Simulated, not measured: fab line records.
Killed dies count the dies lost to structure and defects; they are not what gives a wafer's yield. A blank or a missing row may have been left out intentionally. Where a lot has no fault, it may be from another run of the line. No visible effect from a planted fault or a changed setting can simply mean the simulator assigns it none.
fab line records	flow ritCmos
record: lots: 6	wafers: 18	lastDay: 7
route steps=202 shown SDANNEAL@156 PSD@157 NSD@158 PLDD@159 NLDD@160 SILICIDE@161 CONTACT@168
lots that met no fault: from a run of the same line without faults
startH: start of the lot's first displayed wafer, in hours after the record's first day	waitH: how many hours have passed since the lot's step before this one	" same as the row above	L1.1+2: a row that stands for several wafers	- either no value or no given start	* or withheld: withheld	< > ~ a bound
route shown NAME@n: names a module that has steps shown in the file, with the first one's number in the route	usual: mean/standard deviation taken from wafers without a fault	same: alike in all rows	chamber/n: place in a boat	sites: each site's reading	_std_site: how widely they spread, as a standard deviation	_edge_site: outer sites' mean less inner sites'	radiusMm: for every site, how far away it sits from the centre of the wafer	mask NAME#n: copy n	behind: the tool/chamber that last shaped the wafer	hold: why the lot was held/for how many hours/how that ended	device: whichever transistor did not switch (one of n, p or np)	end of line: tests run on the same wafers once the route is complete	step lacking rows: just its recipe	killed: not the wafer's yield, but the dies lost to structure and defects at the first sort	map: the dies of a wafer, with x for killed, . for not killed, _ for no die there
set.NAME: setting as actually run; set.NAME@STEP: the setting as run at that earlier step	model.NAME: the simulator's own value behind a step, which no gauge read
lots seen at some steps along the route; tables by step, rows by wafer
services: when a tool's chamber went out of use (startH, in hours from the record's first day, below 0 if earlier), for how many hours, and the reason
== steps ==
step: RIT_SDANNEAL_RTA_03
recipe: tempC: 1050	timeS: 5	idleTempC: 600	rampUpCPerS: 342	rampDownCPerS: 171	coolToC: 600	ambient: N2
usual: rampDownCPerS: 171.00/0.031	wafer_temp_C_max: 1053.6/1.1
lot.wafer	tool	chamber	startH	waitH	rampDownCPerS	wafer_temp_C_max
L293.1	rtpAnneal-01	0	57.82	0.0	170.96	1053.8
L293.3	"	0	"	"	171.01	1053.4
L293.5	"	0	"	"	171.04	1053.5
L299.1	rtpAnneal-01	0	88.63	0.0	171.00	1054.1
L299.3	"	0	"	"	170.98	1055.2
L299.6	"	0	"	"	171.00	1053.4
L304.1	rtpAnneal-02	0	111.03	0.0	171.02	1053.2
L304.3	"	0	"	"	171.03	1055.1
L304.6	"	0	"	"	170.97	1054.8
L308.1	rtpAnneal-02	0	130.95	0.0	170.97	1054.8
L308.2	"	0	"	"	171.01	1052.8
L308.5	"	0	"	"	171.03	1053.2
L312.3	rtpAnneal-02	0	150.05	0.0	170.98	1054.5
L312.4	"	0	"	"	171.01	1054.9
L312.5	"	0	"	"	171.01	1052.6
L315.4	rtpAnneal-01	0	164.93	0.0	170.99	1054.4
L315.5	"	0	"	"	171.04	1054.2
L315.6	"	0	"	"	170.98	1054.9
step: RIT_SDANNEAL_RS_MEAS_04
recipe: thkMeasGauge: four-point-probe
usual: PSD_RS: 116.25/0.25
lot.wafer	tool	chamber	startH	waitH	PSD_RS[ohm/sq]
L293.1	filmMetro-01	-	57.88	0.0	116.14
L293.3	"	-	"	"	116.38
L293.5	"	-	"	"	116.23
L299.1	filmMetro-02	-	88.69	0.0	116.00
L299.3	"	-	"	"	115.93
L299.6	"	-	"	"	116.23
L304.1	filmMetro-04	-	111.09	0.0	116.40
L304.3	"	-	"	"	115.90
L304.6	"	-	"	"	116.41
L308.1	filmMetro-02	-	131.07	0.1	116.60
L308.2	"	-	"	"	117.01
L308.5	"	-	"	"	116.44
L312.3	filmMetro-02	-	150.13	0.1	115.74
L312.4	"	-	"	"	116.22
L312.5	"	-	"	"	116.25
L315.4	filmMetro-01	-	165.02	0.1	116.14
L315.5	"	-	"	"	116.14
L315.6	"	-	"	"	116.24
step: RIT_SDANNEAL_RS_MEAS_05
recipe: thkMeasGauge: four-point-probe
usual: NSD_RS: 84.7/0.3
lot.wafer	tool	chamber	startH	waitH	NSD_RS[ohm/sq]
L293.1	filmMetro-01	-	58.00	0.1	84.8
L293.3	"	-	"	"	84.6
L293.5	"	-	"	"	84.5
L299.1	filmMetro-02	-	88.81	0.1	84.7
L299.3	"	-	"	"	84.8
L299.6	"	-	"	"	84.8
L304.1	filmMetro-04	-	111.21	0.1	84.2
L304.3	"	-	"	"	84.6
L304.6	"	-	"	"	84.6
L308.1	filmMetro-02	-	131.19	0.1	84.9
L308.2	"	-	"	"	85.0
L308.5	"	-	"	"	85.1
L312.3	filmMetro-02	-	150.25	0.1	84.6
L312.4	"	-	"	"	84.5
L312.5	"	-	"	"	84.6
L315.4	filmMetro-01	-	165.14	0.1	84.8
L315.5	"	-	"	"	84.8
L315.6	"	-	"	"	84.7
step: RIT_SDANNEAL_RS_MEAS_06
recipe: thkMeasGauge: four-point-probe
usual: PLDD_RS: 178.8/0.44
lot.wafer	tool	chamber	startH	waitH	PLDD_RS[ohm/sq]
L293.1	filmMetro-01	-	58.12	0.1	179.0
L293.3	"	-	"	"	178.4
L293.5	"	-	"	"	178.3
L299.1	filmMetro-02	-	88.93	0.1	178.6
L299.3	"	-	"	"	178.7
L299.6	"	-	"	"	178.6
L304.1	filmMetro-04	-	111.33	0.1	178.8
L304.3	"	-	"	"	178.4
L304.6	"	-	"	"	178.7
L308.1	filmMetro-02	-	131.31	0.1	179.3
L308.2	"	-	"	"	179.5
L308.5	"	-	"	"	178.8
L312.3	filmMetro-02	-	150.37	0.1	178.4
L312.4	"	-	"	"	178.4
L312.5	"	-	"	"	178.9
L315.4	filmMetro-01	-	165.26	0.1	178.8
L315.5	"	-	"	"	179.2
L315.6	"	-	"	"	178.9
step: RIT_SDANNEAL_RS_MEAS_07
recipe: thkMeasGauge: four-point-probe
usual: NLDD_RS: 151.8/0.57
lot.wafer	tool	chamber	startH	waitH	NLDD_RS[ohm/sq]
L293.1	filmMetro-01	-	58.24	0.1	151.8
L293.3	"	-	"	"	151.4
L293.5	"	-	"	"	151.4
L299.1	filmMetro-02	-	89.05	0.1	150.5
L299.3	"	-	"	"	151.2
L299.6	"	-	"	"	151.1
L304.1	filmMetro-04	-	111.45	0.1	152.6
L304.3	"	-	"	"	151.7
L304.6	"	-	"	"	152.3
L308.1	filmMetro-02	-	131.43	0.1	152.0
L308.2	"	-	"	"	152.0
L308.5	"	-	"	"	152.0
L312.3	filmMetro-02	-	150.49	0.1	151.9
L312.4	"	-	"	"	151.9
L312.5	"	-	"	"	152.0
L315.4	filmMetro-01	-	165.38	0.1	151.5
L315.5	"	-	"	"	152.1
L315.6	"	-	"	"	151.2
step: RIT_SILICIDE_WET_ETCH_00
recipe: chemistry: BOE	target: SiO2	targetDepthNm: 14	timeS: 15	dry: n2Spin	dilution: 10:1	tempC: 21.5
step: RIT_SILICIDE_SPUTTER_01
recipe: material: Ti	targetThkNm: 30	powerW: 350	chamberPressurePa: 0.667	gas: Ar	timeS: 240	substrateTempC: 25
usual: throttleValvePct: 30.2/0.93
lot.wafer	tool	chamber	startH	waitH	throttleValvePct
L293.1	pvdSputter-03	-	58.37	0.0	29.3
L293.3	"	-	"	"	29.1
L293.5	"	-	"	"	30.4
L299.1	pvdSputter-01	-	89.18	0.0	31.8
L299.3	"	-	"	"	29.2
L299.6	"	-	"	"	30.2
L304.1	pvdSputter-03	-	111.58	0.0	30.6
L304.3	"	-	"	"	29.2
L304.6	"	-	"	"	30.2
L308.1	pvdSputter-03	-	131.56	0.0	29.2
L308.2	"	-	"	"	29.4
L308.5	"	-	"	"	30.5
L312.3	pvdSputter-03	-	150.58	0.0	30.1
L312.4	"	-	"	"	29.0
L312.5	"	-	"	"	30.6
L315.4	pvdSputter-01	-	165.45	0.0	31.6
L315.5	"	-	"	"	30.1
L315.6	"	-	"	"	29.6
step: RIT_SILICIDE_RS_MEAS_02
recipe: thkMeasGauge: four-point-probe	reads: Ti_of_SILICIDE_SPUTTER_01
usual: SILICIDE_TI_RS: 47.7/0.79
lot.wafer	tool	chamber	startH	waitH	SILICIDE_TI_RS[ohm/sq]
L293.1	filmMetro-03	-	58.52	0.1	48.0
L293.3	"	-	"	"	46.9
L293.5	"	-	"	"	47.1
L299.1	filmMetro-03	-	89.33	0.1	48.4
L299.3	"	-	"	"	48.1
L299.6	"	-	"	"	48.6
L304.1	filmMetro-03	-	111.73	0.1	47.4
L304.3	"	-	"	"	47.6
L304.6	"	-	"	"	47.1
L308.1	filmMetro-01	-	131.71	0.1	48.2
L308.2	"	-	"	"	47.3
L308.5	"	-	"	"	47.2
L312.3	filmMetro-01	-	150.77	0.1	47.1
L312.4	"	-	"	"	47.5
L312.5	"	-	"	"	47.0
L315.4	filmMetro-03	-	165.66	0.1	48.2
L315.5	"	-	"	"	47.5
L315.6	"	-	"	"	47.6
step: RIT_SILICIDE_THK_MEAS_03
recipe: thkMeasGauge: xrf	reads: Ti_of_SILICIDE_SPUTTER_01
usual: SILICIDE_TI_THK: 30.0/0.4
lot.wafer	tool	chamber	startH	waitH	SILICIDE_TI_THK[nm]
L293.1	filmMetro-03	-	58.64	0.1	29.8
L293.3	"	-	"	"	30.4
L293.5	"	-	"	"	30.4
L299.1	filmMetro-03	-	89.45	0.1	29.6
L299.3	"	-	"	"	29.8
L299.6	"	-	"	"	29.5
L304.1	filmMetro-03	-	111.85	0.1	30.4
L304.3	"	-	"	"	30.3
L304.6	"	-	"	"	30.4
L308.1	filmMetro-01	-	131.83	0.1	29.6
L308.2	"	-	"	"	30.0
L308.5	"	-	"	"	30.1
L312.3	filmMetro-01	-	150.87	0.1	30.1
L312.4	"	-	"	"	29.9
L312.5	"	-	"	"	30.2
L315.4	filmMetro-03	-	165.75	0.1	29.8
L315.5	"	-	"	"	30.0
L315.6	"	-	"	"	30.2
step: RIT_SILICIDE_RTA_04
recipe: tempC: 650	timeS: 10	idleTempC: 25	rampUpS: 5	rampDownS: 5	coolToC: 25	ambient: N2
usual: wafer_temp_C_max: 654.2/0.95
lot.wafer	tool	chamber	startH	waitH	wafer_temp_C_max
L293.1	rtpAnneal-02	0	58.70	0.1	653.8
L293.3	"	0	"	"	655.5
L293.5	"	0	"	"	654.2
L299.1	rtpAnneal-02	0	89.51	0.1	654.1
L299.3	"	0	"	"	654.5
L299.6	"	0	"	"	658.3
L304.1	rtpAnneal-01	0	111.91	0.1	654.0
L304.3	"	0	"	"	652.9
L304.6	"	0	"	"	653.7
L308.1	rtpAnneal-01	0	131.89	0.1	652.9
L308.2	"	0	"	"	653.0
L308.5	"	0	"	"	654.7
L312.3	rtpAnneal-01	0	150.93	0.1	653.6
L312.4	"	0	"	"	655.4
L312.5	"	0	"	"	654.5
L315.4	rtpAnneal-02	0	165.85	0.1	654.8
L315.5	"	0	"	"	653.3
L315.6	"	0	"	"	654.5
step: RIT_SILICIDE_WET_ETCH_05
recipe: chemistry: SPM	target: Ti	tempC: 90	timeS: 120	dry: n2Spin
step: RIT_SILICIDE_RTA_06
recipe: tempC: 750	timeS: 10	idleTempC: 25	rampUpS: 5	rampDownS: 10	coolToC: 25	ambient: N2
usual: wafer_temp_C_max: 754.8/0.9
lot.wafer	tool	chamber	startH	waitH	wafer_temp_C_max
L293.1	rtpAnneal-01	0	58.81	0.0	754.4
L293.3	"	0	"	"	754.0
L293.5	"	0	"	"	754.4
L299.1	rtpAnneal-01	0	89.62	0.0	754.5
L299.3	"	0	"	"	754.2
L299.6	"	0	"	"	754.2
L304.1	rtpAnneal-02	0	112.02	0.0	755.7
L304.3	"	0	"	"	754.0
L304.6	"	0	"	"	755.3
L308.1	rtpAnneal-02	0	132.01	0.0	754.1
L308.2	"	0	"	"	754.4
L308.5	"	0	"	"	754.6
L312.3	rtpAnneal-02	0	151.04	0.0	755.2
L312.4	"	0	"	"	754.9
L312.5	"	0	"	"	756.2
L315.4	rtpAnneal-01	0	165.99	0.0	754.1
L315.5	"	0	"	"	754.4
L315.6	"	0	"	"	754.3
step: RIT_CONTACT_CVD_00
recipe: material: SiO2	targetThkNm: 400	precursor: TEOS	tempC: 390	timeS: 61	rfW: 400
usual: heaterPowerW: 305/62
lot.wafer	tool	chamber	startH	waitH	heaterPowerW
L293.1	pecvd-02	2	58.94	0.1	310
L293.3	"	0	"	"	342
L293.5	"	1	"	"	253
L293.1	pecvd-02	2	59.16	0.2	320
L293.3	"	0	"	"	346
L293.5	"	1	"	"	256
L299.1	pecvd-02	1	89.69	0.1	310
L299.3	"	0	"	"	272
L299.6	"	1	"	"	314
L299.1	pecvd-02	1	89.90	0.2	307
L299.3	"	0	"	"	262
L299.6	"	1	"	"	319
L304.1	pecvd-03	0	112.09	0.1	316
L304.3	"	2	"	"	360
L304.6	"	0	"	"	327
L308.1	pecvd-02	1	132.14	0.1	288
L308.2	"	0	"	"	322
L308.5	"	1	"	"	308
L312.3	pecvd-04	0	151.08	0.0	459
L312.4	"	1	"	"	215
L312.5	"	0	"	"	458
L315.4	pecvd-04	1	166.05	0.0	210
L315.5	"	0	"	"	462
L315.6	"	2	"	"	247
step: RIT_CONTACT_THK_MEAS_01
recipe: reads: SiO2_of_CONTACT_CVD_00
usual: CONTACT_TEOS_THK: 397/4.9
lot.wafer	tool	chamber	startH	waitH	CONTACT_TEOS_THK[nm]
L293.1	filmMetro-04	-	59.21	0.0	784
L293.3	"	-	"	"	791
L293.5	"	-	"	"	794
L299.1	filmMetro-03	-	89.96	0.0	790
L299.3	"	-	"	"	791
L299.6	"	-	"	"	801
L304.1	filmMetro-03	-	112.14	0.0	392
L304.3	"	-	"	"	387
L304.6	"	-	"	"	397
L308.1	filmMetro-03	-	132.19	0.0	394
L308.2	"	-	"	"	397
L308.5	"	-	"	"	405
L312.3	filmMetro-03	-	151.16	0.0	399
L312.4	"	-	"	"	398
L312.5	"	-	"	"	406
L315.4	filmMetro-03	-	166.10	0.0	398
L315.5	"	-	"	"	404
L315.6	"	-	"	"	394
step: RIT_CONTACT_HMDS_02
recipe: primeTimeS: 60	primeTempC: 140
step: RIT_CONTACT_COAT_03
recipe: resist: NOVOLAK	spinRpm: 3250	resistThkNm: 982.9
step: RIT_CONTACT_SOFTBAKE_04
recipe: resist: NOVOLAK	tempC: 90	timeS: 60
step: RIT_CONTACT_EXPOSE_05
recipe: maskId: M11	na: 0.6	sourceShape: conventional	sigmaOuter: 0.5	targetCdNm: 1000	doseMj: 250
step: RIT_CONTACT_PEB_06
recipe: resist: NOVOLAK	tempC: withheld	timeS: withheld
step: RIT_CONTACT_DEVELOP_07
recipe: resist: NOVOLAK	developTimeS: 120	devTempC: 23
step: RIT_CONTACT_CD_MEAS_08
recipe: targetCdNm: 1000
usual: cdNm: 999.1/2.5
lot.wafer	tool	chamber	startH	waitH	cdNm
L293.1	cdSem-02	-	60.23	-	997.9
L293.3	"	-	"	"	999.8
L293.5	"	-	"	"	997.9
L299.1	cdSem-01	-	91.07	-	999.1
L299.3	"	-	"	"	997.1
L299.6	"	-	"	"	993.7
L304.1	cdSem-02	-	113.17	-	996.7
L304.3	"	-	"	"	996.3
L304.6	"	-	"	"	998.6
L308.1	cdSem-02	-	133.22	-	1001.3
L308.2	"	-	"	"	1000.2
L308.5	"	-	"	"	999.1
L312.3	cdSem-02	-	152.33	-	997.8
L312.4	"	-	"	"	1000.6
L312.5	"	-	"	"	1001.7
L315.4	cdSem-02	-	167.33	-	1002.6
L315.5	"	-	"	"	1002.3
L315.6	"	-	"	"	1001.1
step: RIT_CONTACT_OVL_MEAS_09
usual: CONTACT_OVL: 0.9/1.5
lot.wafer	tool	chamber	startH	waitH	CONTACT_OVL[nm]
L293.1	overlay-02	-	60.35	0.1	-0.4
L293.3	"	-	"	"	-0.2
L293.5	"	-	"	"	-0.5
L299.1	overlay-02	-	91.19	0.1	2.3
L299.3	"	-	"	"	3.3
L299.6	"	-	"	"	2.8
L304.1	overlay-01	-	113.29	0.1	3.0
L304.3	"	-	"	"	3.3
L304.6	"	-	"	"	0.6
L308.1	overlay-02	-	133.34	0.1	1.8
L308.2	"	-	"	"	1.2
L308.5	"	-	"	"	0.2
L312.3	overlay-02	-	152.42	0.1	1.1
L312.4	"	-	"	"	2.1
L312.5	"	-	"	"	0.3
L315.4	overlay-01	-	167.41	0.1	-0.9
L315.5	"	-	"	"	-1.2
L315.6	"	-	"	"	-1.2
step: RIT_CONTACT_HARDBAKE_10
recipe: resist: NOVOLAK	tempC: 140	timeS: 60
step: RIT_CONTACT_ETCH_11
recipe: targetDepthA: 4800	overEtchFrac: 0.2	stopOn: TiSi2	chemistry: CHF3/CF4/Ar	target: SiO2	CHF3_flow_sccm: 50	cf4FlowSccm: 10	Ar_flow_sccm: 100	O2_flow_sccm: 5	pressureMtorr: 100	rfW: 200	timeS: 320
usual: drypumpMotorCurrentA: 5.9/0.52	oesProductAu: 0.982/0.019	throttleValvePct: 8.86/0.14
lot.wafer	tool	chamber	startH	waitH	drypumpMotorCurrentA	oesProductAu	rfHoursCounterH	throttleValvePct	model.CONTACT.featureDepthNm	model.etch.depthNm
L293.1	rieDiel-02	2	60.73	0.1	5.4	1.001	1	8.98	489.4	489.4
L293.3	"	3	"	"	5.0	1.024	126	8.96	489.9	489.9
L293.5	"	3	"	"	5.0	1.022	-	8.95	491.2	491.2
L299.1	rieDiel-01	0	91.38	0.1	6.5	0.983	72	8.59	490.9	490.9
L299.3	"	3	"	"	5.6	1.000	7	8.80	488.4	488.4
L299.6	"	2	"	"	5.2	0.984	-	8.71	472.6	472.6
L304.1	rieDiel-02	0	113.49	0.1	6.5	0.965	4	9.07	392.2	392.2
L304.3	"	2	"	"	5.4	0.993	2	8.97	387.2	387.2
L304.6	"	0	"	"	6.5	0.963	-	9.07	396.8	396.8
L308.1	rieDiel-02	1	133.52	0.1	5.4	0.997	7	8.75	394	394
L308.2	"	0	"	"	6.5	0.969	4	9.07	397.7	397.7
L308.5	"	0	"	"	6.4	0.971	-	9.06	405.6	405.6
L312.3	rieDiel-01	0	152.59	0.1	6.5	0.976	73	8.59	399.6	399.6
L312.4	"	2	"	"	5.3	0.982	121	8.69	398	398
L312.5	"	1	"	"	5.8	1.011	-	8.96	405.6	405.6
L315.4	rieDiel-02	3	167.58	0.1	5.1	1.007	128	8.96	398.1	398.1
L315.5	"	2	"	"	5.4	0.985	-	8.97	404.2	404.2
L315.6	"	1	"	"	5.4	0.992	-	8.78	394.3	394.3
step: RIT_CONTACT_STRIP_12
recipe: chemistry: O2	timeS: 180	resist: NOVOLAK	platenTempC: withheld	powerW: 500	pressureMtorr: 4000	o2FlowSccm: 4000
usual: drypumpMotorCurrentA: 5.6/0.39
lot.wafer	tool	chamber	startH	waitH	drypumpMotorCurrentA	rfHoursCounterH
L293.1	plasmaAsher-02	0	60.92	0.1	5.7	23
L293.3	"	1	"	"	6.1	-
L293.5	"	1	"	"	6.2	-
L299.1	plasmaAsher-01	1	91.57	0.1	6.0	46
L299.3	"	1	"	"	6.0	-
L299.6	"	1	"	"	6.0	-
L304.1	plasmaAsher-01	0	113.69	0.1	5.0	49
L304.3	"	0	"	"	5.0	-
L304.6	"	1	"	"	6.0	-
L308.1	plasmaAsher-03	1	133.72	0.1	5.7	54
L308.2	"	0	"	"	5.7	54
L308.5	"	0	"	"	5.8	-
L312.3	plasmaAsher-03	0	152.85	0.2	5.8	-
L312.4	"	1	"	"	5.7	-
L312.5	"	1	"	"	5.7	-
L315.4	plasmaAsher-03	0	167.83	0.2	5.8	-
L315.5	"	0	"	"	5.8	-
L315.6	"	1	"	"	5.7	-
step: RIT_CONTACT_CD_MEAS_90
recipe: targetCdNm: 1000
usual: cdNm: 999.2/2.5
lot.wafer	tool	chamber	startH	waitH	cdNm
L293.1	cdSem-01	-	61.10	0.1	998.2
L293.3	"	-	"	"	1000.1
L293.5	"	-	"	"	998.6
L299.1	cdSem-01	-	91.74	0.1	999.4
L299.3	"	-	"	"	997.3
L299.6	"	-	"	"	993.5
L304.1	cdSem-01	-	113.86	0.1	996.2
L304.3	"	-	"	"	997.1
L304.6	"	-	"	"	998.0
L308.1	cdSem-01	-	133.89	0.1	1001.0
L308.2	"	-	"	"	1000.7
L308.5	"	-	"	"	999.4
L312.3	cdSem-02	-	153.00	0.1	998.1
L312.4	"	-	"	"	1000.7
L312.5	"	-	"	"	1001.7
L315.4	cdSem-02	-	168.01	0.1	1002.2
L315.5	"	-	"	"	1002.4
L315.6	"	-	"	"	1000.6
step: RIT_CONTACT_CLEAN_13
recipe: chemistry: SC1	mix: 3:3:50	timeS: 600	tempC: 75
usual: tempC: 75.01/0.13
lot.wafer	tool	chamber	startH	waitH	tempC	model.SiO2_of_CONTACT_CVD_00.thkNm
L293.1	wetBench-02	1	61.35	0.2	75.10	780.4
L293.3	"	1	"	"	75.11	786.3
L293.5	"	1	"	"	74.98	789.7
L299.1	wetBench-04	1	91.91	0.1	74.78	786.5
L299.3	"	1	"	"	75.04	787.2
L299.6	"	1	"	"	74.89	796.5
L304.1	wetBench-04	2	113.98	0.1	75.01	388.1
L304.3	"	2	"	"	74.92	383.2
L304.6	"	2	"	"	74.92	392.8
L308.1	wetBench-04	0	134.01	0.1	74.93	389.8
L308.2	"	0	"	"	74.81	393.6
L308.5	"	0	"	"	74.88	401.4
L312.3	wetBench-04	3	153.08	0.1	74.98	395.5
L312.4	"	3	"	"	75.15	393.9
L312.5	"	3	"	"	74.94	401.5
L315.4	wetBench-01	1	168.07	0.0	75.18	394.1
L315.5	"	1	"	"	74.93	400.2
L315.6	"	1	"	"	75.21	390.3
step: RIT_CONTACT_CLEAN_14
recipe: chemistry: SC2	mix: 3:3:50	timeS: 600	tempC: 75	dry: n2Spin
== services ==
tool	chamber	startH	hours	kind
pvdSputter-01	-	44.00	1.0	repair
pvdSputter-01	-	44.92	1.9	repair
rieDiel-01	1	64.65	1.4	repair
rieDiel-01	-	82.53	0.4	repair
pvdSputter-01	-	82.66	2.6	repair
pecvd-03	0	83.65	6.3	repair
rieDiel-02	2	89.08	3.8	repair
rieDiel-01	0	91.52	3.6	repair
plasmaAsher-02	-	92.79	55.8	repair
wetBench-04	-	93.48	7.8	repair
pecvd-02	-	95.61	0.9	repair
pecvd-02	1	116.75	3.9	repair
rieDiel-02	-	120.74	2.8	pm
rtpAnneal-02	-	132.92	4.8	pm
pecvd-04	-	137.66	0.8	repair
pecvd-02	0	139.44	9.6	repair
rtpAnneal-01	-	142.68	1.5	pm
wetBench-04	-	144.35	2.3	repair
rieDiel-02	0	145.76	7.4	repair
pecvd-02	-	151.24	1.5	repair
plasmaAsher-02	-	155.35	1.5	repair
rieDiel-01	1	160.13	3.8	repair
rieDiel-01	1	163.93	-	clean
== key ==
firstSign: step: RIT_CONTACT_CVD_00	reading: visit	direction: added
effect: step: RIT_CONTACT_THK_MEAS_01	reading: CONTACT_TEOS_THK	direction: up	sigmas: 80	usual: 397	struck: 792
modelEffect: step: RIT_CONTACT_ETCH_11	value: CONTACT.featureDepthNm	without: 395.1	struck: 487.1
modelEffect: step: RIT_CONTACT_CLEAN_13	value: SiO2_of_CONTACT_CVD_00.thkNm	without: 391	struck: 787.8
metAt RIT_CONTACT_CVD_00
struckWafers L293.1,L293.3,L293.5,L299.1,L299.3,L299.6
laterRowsLeftOut L293.1,L293.3,L293.5,L299.1,L299.3,L299.6
sortLeftOut L293.1,L293.3,L293.5,L299.1,L299.3,L299.6
testerLeftOut L293,L299
fault: kind: repeatedStepWhole	tool: pecvd-02,pecvd-03,pecvd-04	chamber: -	onsetH: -	steps: RIT_CONTACT_CVD_00	times: 1	scope: struckLotsOnly
testerLeftOut: of these lots the tester's yield and bins aren't shown, on N5 and GAA mostly nor the transistor test; their killed dies are dies lost to structure and defects alone, not to doping, threshold or leakage, so they don't give the yield
sortLeftOut: the simulated sort isn't trusted on such a fault, so these wafers' sort isn't shown, and their yield isn't known
laterRowsLeftOut: the simulator's readings of these wafers behind a module that went badly wrong aren't trusted and aren't shown, but for the sort
